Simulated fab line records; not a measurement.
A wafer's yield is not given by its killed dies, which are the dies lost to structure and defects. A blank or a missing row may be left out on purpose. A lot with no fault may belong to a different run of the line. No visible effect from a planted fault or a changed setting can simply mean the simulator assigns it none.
Which tool was responsible? / flow berkeley cmos170 / 45 wafers from 15 lots sampled at 4 of the route's 331 steps

== WHAT THE GAUGES SHOWED, per wafer ==
UCB170_PWELL_THK_MEAS_06.
lot=L223; measured=day 2 15:55; on=film metro-02; PWELL_NITRIDE_THK (nm)=217.3 217.4 217.7
lot=L225; measured=day 3 13:53; on=film metro-02; PWELL_NITRIDE_THK (nm)=218.1 219.2 217.1
lot=L226; measured=day 3 17:36; on=film metro-03; PWELL_NITRIDE_THK (nm)=221.5 220.7 219.3
lot=L227; measured=day 3 17:37; on=film metro-02; PWELL_NITRIDE_THK (nm)=219.6 219.7 218.7
lot=L228; measured=day 4 04:44; on=film metro-03; PWELL_NITRIDE_THK (nm)=222.6 221.2 222.7
lot=L230; measured=day 4 16:38; on=film metro-03; PWELL_NITRIDE_THK (nm)=220.5 222.8 223.7
lot=L232; measured=day 5 00:01; on=film metro-03; PWELL_NITRIDE_THK (nm)=220.6 218.5 219.0
lot=L233; measured=day 5 19:35; on=film metro-03; PWELL_NITRIDE_THK (nm)=222.5 222.1 223.1
lot=L235; measured=day 6 00:01; on=film metro-03; PWELL_NITRIDE_THK (nm)=219.5 219.0 218.8
lot=L236; measured=day 6 00:04; on=film metro-03; PWELL_NITRIDE_THK (nm)=217.3 217.5 217.7
lot=L237; measured=day 6 10:05; on=film metro-02; PWELL_NITRIDE_THK (nm)=222.7 222.5 221.4
lot=L238; measured=day 6 13:23; on=film metro-04; PWELL_NITRIDE_THK (nm)=437.5 437.5 440.6
lot=L241; measured=day 7 03:14; on=film metro-04; PWELL_NITRIDE_THK (nm)=223.1 222.5 223.3
lot=L244; measured=day 7 10:55; on=film metro-02; PWELL_NITRIDE_THK (nm)=445.5 444.9 442.8
lot=L246; measured=day 8 01:44; on=film metro-03; PWELL_NITRIDE_THK (nm)=446.3 444.2 444.5

UCB170_V1_CD_MEAS_90 targets a cd of 700 nm.
lot=L223; measured=day 7 22:15; on=cd sem-02; cd nm (nm)=698.8 698.1 697.8
lot=L225; measured=day 8 06:40; on=cd sem-02; cd nm (nm)=700.0 699.4 700.8
lot=L226; measured=day 8 07:37; on=cd sem-02; cd nm (nm)=701.1 701.8 701.1
lot=L227; measured=day 8 07:45; on=cd sem-02; cd nm (nm)=698.9 698.0 698.6
lot=L228; measured=day 9 05:31; on=cd sem-02; cd nm (nm)=699.6 699.8 698.6
lot=L230; measured=day 9 13:30; on=cd sem-02; cd nm (nm)=700.1 701.5 699.5
lot=L232; measured=day 9 14:40; on=cd sem-01; cd nm (nm)=699.1 699.5 698.9
lot=L233; measured=day 10 10:35; on=cd sem-02; cd nm (nm)=700.1 700.1 698.2
lot=L235; measured=day 10 09:14; on=cd sem-02; cd nm (nm)=701.4 701.3 702.3
lot=L236; measured=day 10 10:50; on=cd sem-02; cd nm (nm)=699.3 699.4 699.2
lot=L237; measured=day 11 11:21; on=cd sem-01; cd nm (nm)=701.4 704.1 704.0
lot=L241; measured=day 11 17:17; on=cd sem-01; cd nm (nm)=700.8 698.9 700.0

== WHICH TOOL RAN EACH LOT (tool, then ch and the chambers of the sampled wafers, then the start) ==
lot=L223; UCB170_PWELL_CVD_05=lpcvd-02 ch 0, day 2 13:59; UCB170_PWELL_ETCH_14=rie diel-04 ch 0,1,3, day 2 17:25
lot=L225; UCB170_PWELL_CVD_05=lpcvd-01 ch 1, day 3 11:57; UCB170_PWELL_ETCH_14=rie diel-04 ch 0,2, day 3 14:57
lot=L226; UCB170_PWELL_CVD_05=lpcvd-01 ch 0, day 3 15:41; UCB170_PWELL_ETCH_14=rie diel-04 ch 0,1,3, day 3 18:41
lot=L227; UCB170_PWELL_CVD_05=lpcvd-01 ch 0, day 3 15:41; UCB170_PWELL_ETCH_14=rie diel-02 ch 0,1, day 3 18:57
lot=L228; UCB170_PWELL_CVD_05=lpcvd-02 ch 1, day 4 02:48; UCB170_PWELL_ETCH_14=rie diel-02 ch 0,1, day 4 05:39
lot=L230; UCB170_PWELL_CVD_05=lpcvd-01 ch 0, day 4 14:39; UCB170_PWELL_ETCH_14=rie diel-02 ch 0,1,3, day 4 17:50
lot=L232; UCB170_PWELL_CVD_05=lpcvd-01 ch 0, day 4 22:05; UCB170_PWELL_ETCH_14=rie diel-04 ch 0,1,3, day 5 01:04
lot=L233; UCB170_PWELL_CVD_05=lpcvd-02 ch 1, day 5 16:43; UCB170_PWELL_ETCH_14=rie diel-02 ch 1,2, day 5 20:43
lot=L235; UCB170_PWELL_CVD_05=lpcvd-02 ch 1, day 5 21:08; UCB170_PWELL_ETCH_14=rie diel-04 ch 1,2,3, day 6 01:06
lot=L236; UCB170_PWELL_CVD_05=lpcvd-02 ch 0, day 5 21:08; UCB170_PWELL_ETCH_14=rie diel-01 ch 0,1,3, day 6 01:22
lot=L237; UCB170_PWELL_CVD_05=lpcvd-01 ch 0, day 6 08:10; UCB170_PWELL_ETCH_14=rie diel-04 ch 0,1,3, day 6 12:28
lot=L238; UCB170_PWELL_CVD_05=lpcvd-01 ch 0, day 6 08:10 and lpcvd-02 ch 0, day 6 11:29; UCB170_PWELL_ETCH_14=rie diel-02 ch 0,2, day 6 14:36
lot=L241; UCB170_PWELL_CVD_05=lpcvd-02 ch 1, day 7 01:19; UCB170_PWELL_ETCH_14=rie diel-02 ch 2,3, day 7 04:45
lot=L244; UCB170_PWELL_CVD_05=lpcvd-02 ch 0, day 7 06:53; UCB170_PWELL_ETCH_14=rie diel-04 ch 0,1,2, day 7 11:57
lot=L246; UCB170_PWELL_CVD_05=lpcvd-01 ch 1, day 7 19:58; UCB170_PWELL_ETCH_14=rie diel-01 ch 0,1,3, day 8 02:53
- UCB170_PWELL_CVD_05: deposits Si3N4 from SiH2Cl2/NH3, target thk 220 nm, time 3300 s.
- UCB170_PWELL_ETCH_14: etches Si3N4 in CH3F/Ar/O2, stops on SiO2, target depth 242 nm, time 151 s.

== WHAT THE TOOLS THEMSELVES READ (means of the sampled wafers that have a number; where no wafer has one, the mark that the record gives instead) ==
UCB170_PWELL_ETCH_14.
lot=L223; tool=rie diel-04; drypump motor current A (A)=5.7; oes product au (a.u.)=0.931; throttle valve pct (%)=8.08
lot=L225; tool=rie diel-04; drypump motor current A (A)=6.3; oes product au (a.u.)=0.936; throttle valve pct (%)=8.06
lot=L226; tool=rie diel-04; drypump motor current A (A)=5.7; oes product au (a.u.)=0.943; throttle valve pct (%)=8.08
lot=L227; tool=rie diel-02; drypump motor current A (A)=5.1; oes product au (a.u.)=0.952; throttle valve pct (%)=8.05
lot=L228; tool=rie diel-02; drypump motor current A (A)=5.1; oes product au (a.u.)=0.961; throttle valve pct (%)=8.06
lot=L230; tool=rie diel-02; drypump motor current A (A)=5.5; oes product au (a.u.)=0.950; throttle valve pct (%)=8.13
lot=L232; tool=rie diel-04; drypump motor current A (A)=5.7; oes product au (a.u.)=0.937; throttle valve pct (%)=8.09
lot=L233; tool=rie diel-02; drypump motor current A (A)=5.6; oes product au (a.u.)=0.948; throttle valve pct (%)=7.91
lot=L235; tool=rie diel-04; drypump motor current A (A)=5.4; oes product au (a.u.)=0.928; throttle valve pct (%)=8.00
lot=L236; tool=rie diel-01; drypump motor current A (A)=5.5; oes product au (a.u.)=0.930; throttle valve pct (%)=7.96
lot=L237; tool=rie diel-04; drypump motor current A (A)=5.7; oes product au (a.u.)=0.945; throttle valve pct (%)=8.09
lot=L238; tool=rie diel-02; drypump motor current A (A)=5.3; oes product au (a.u.)=0.998; throttle valve pct (%)=7.90
lot=L241; tool=rie diel-02; drypump motor current A (A)=5.6; oes product au (a.u.)=0.941; throttle valve pct (%)=7.95
lot=L244; tool=rie diel-04; drypump motor current A (A)=5.8; oes product au (a.u.)=0.989; throttle valve pct (%)=8.03
lot=L246; tool=rie diel-01; drypump motor current A (A)=5.5; oes product au (a.u.)=0.986; throttle valve pct (%)=7.96

== THE ANSWER, worked out from the rows above alone ==
Rule: the lots themselves supply what counts as usual. The widest of any qualifying gaps counts: lots, ordered by their means at a reading, are off when they make up no more than a third of the lots, leave a main group of 4 or more, and stand apart from it by 3 or more times the standard deviation of that group's means. A main group whose means are all the same, to the digits that the tables above print for the reading, isn't used. A lot without any number at a reading at which 4 lots or more have one is off too. All remaining lots with rows at the step are treated as sound. Order of review: gauges by route order, followed by the tools' own readings, for which a lot's mean as printed above is used. At the first step where some lot is off, the reading lying furthest off is the one used; lots without a number count as furthest.
Off: at UCB170_PWELL_THK_MEAS_06 (PWELL_NITRIDE_THK), L238, L244, L246. The main group: mean 220.3 nm, standard deviation 2.
If a tool, at a process step before that reading, ran all the lots that are off and no sound lot after the first of them, it fits. The gauges at UCB170_PWELL_THK_MEAS_06 are tried like those tools. No candidate that was tried fits.

== WHAT WAS PUT IN BY THE SIMULATOR ==
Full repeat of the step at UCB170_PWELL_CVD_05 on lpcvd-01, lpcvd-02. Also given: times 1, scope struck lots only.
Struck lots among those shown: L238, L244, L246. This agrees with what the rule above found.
